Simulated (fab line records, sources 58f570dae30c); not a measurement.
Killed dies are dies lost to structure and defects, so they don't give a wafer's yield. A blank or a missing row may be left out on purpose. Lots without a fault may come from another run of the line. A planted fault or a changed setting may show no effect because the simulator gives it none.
A struck lot beside a sound one | flow berkeley_cmos170 | 14 steps out of a route of 331
Sound: wafers L786.2, L786.4, L786.6. Struck: wafers L790.2, L790.4, L790.5. The cause comes at the end.
At each step with rows: each side's tool, then ch and its chambers, then its first start. Under that, the readings that differ: sound wafers | struck wafers | difference of the means | sigmas: that difference in standard deviations of wafers without a fault.
alike: readings whose means differ by less than 2 such deviations, and words and numbers that are the same on both sides. not compared: withheld readings, readings that some wafer has no value for, bounds like >300 that may hide the same value, and numbers for which the record gives no deviation and whose values overlap.
The two part at a step that has a row with sigmas, a row that says differs or no value, or rows on one side only. Numbers that don't overlap but have no deviation are shown without sigmas and don't part them. A reading that every wafer of one side lacks parts them only if that side has two wafers or more.

first, 1 step without rows for these wafers: UCB170_NSD_DEVELOP_05 (develop time 45 s).
UCB170_NSD_CD_MEAS_06: target cd 1200 nm.
  sound on cd_sem-01, day 7 19:08; struck on cd_sem-01, day 8 01:02
  alike: cd_nm
UCB170_NSD_OVL_MEAS_07:
  sound on overlay-02, day 7 19:14; struck on overlay-02, day 8 01:08
  alike: NSD_OVL
then, 1 step without rows for these wafers: UCB170_NSD_IMPLANT_08.
UCB170_NSD_STRIP_09: strips in O2.
  sound on plasma_asher-02 ch 0,1, day 7 19:25; struck on plasma_asher-03 ch 0,1, day 8 01:19
  alike: drypump_motor_current_A, oes_product_au, strip_time_to_endpoint_s
  not compared: rf_hours_counter_h
UCB170_NSD_TW_MEAS_10:
  sound on film_metro-02, day 7 19:32; struck on film_metro-01, day 8 01:25
  alike: NSD_TW
then, 4 steps without rows for these wafers: UCB170_NSD_CLEAN_11 (cleans in SPM, time 600 s); UCB170_BACKSIDE_HMDS_00 (prime time 60 s); UCB170_BACKSIDE_COAT_01 (resist thk 900 nm); UCB170_BACKSIDE_SOFTBAKE_02 (time 60 s).
UCB170_BACKSIDE_STRIP_03: strips in O2.
  sound on plasma_asher-03 ch 0,1, day 7 21:38; struck on plasma_asher-01 ch 1, day 8 04:13
  alike: drypump_motor_current_A, oes_product_au, strip_time_to_endpoint_s
  not compared: rf_hours_counter_h
then, 1 step without rows for these wafers: UCB170_BACKSIDE_CLEAN_04 (cleans in SPM, time 600 s).
UCB170_SDANNEAL_RTA_00: time 10 s.
  sound on rtp_anneal-01 ch 0, day 7 22:24; struck on rtp_anneal-02, day 8 04:59
  no value came back on the struck wafers for anneal_temp_c_max, chamber_o2_ppm, lamp_power_pct (%), wafer_temp_C_max; on the sound wafers anneal_temp_c_max reads 905.4 906.3 905.2
UCB170_SDANNEAL_RTA_01: time 5 s.
  sound on rtp_anneal-01 ch 0, day 7 22:28; struck on rtp_anneal-02 ch 0, day 8 05:03
  reading           | sound                | struck               | difference | sigmas
  anneal_temp_c_max | 1057.2 1054.9 1056.9 | 1052.4 1052.9 1054.0 | -3.2       | -2
  alike: chamber_o2_ppm, lamp_power_pct, wafer_temp_C_max

WHERE THEY PART
First at UCB170_SDANNEAL_RTA_00; last, within this record, at UCB170_SDANNEAL_RTA_01.

WHY: what the simulator had put in
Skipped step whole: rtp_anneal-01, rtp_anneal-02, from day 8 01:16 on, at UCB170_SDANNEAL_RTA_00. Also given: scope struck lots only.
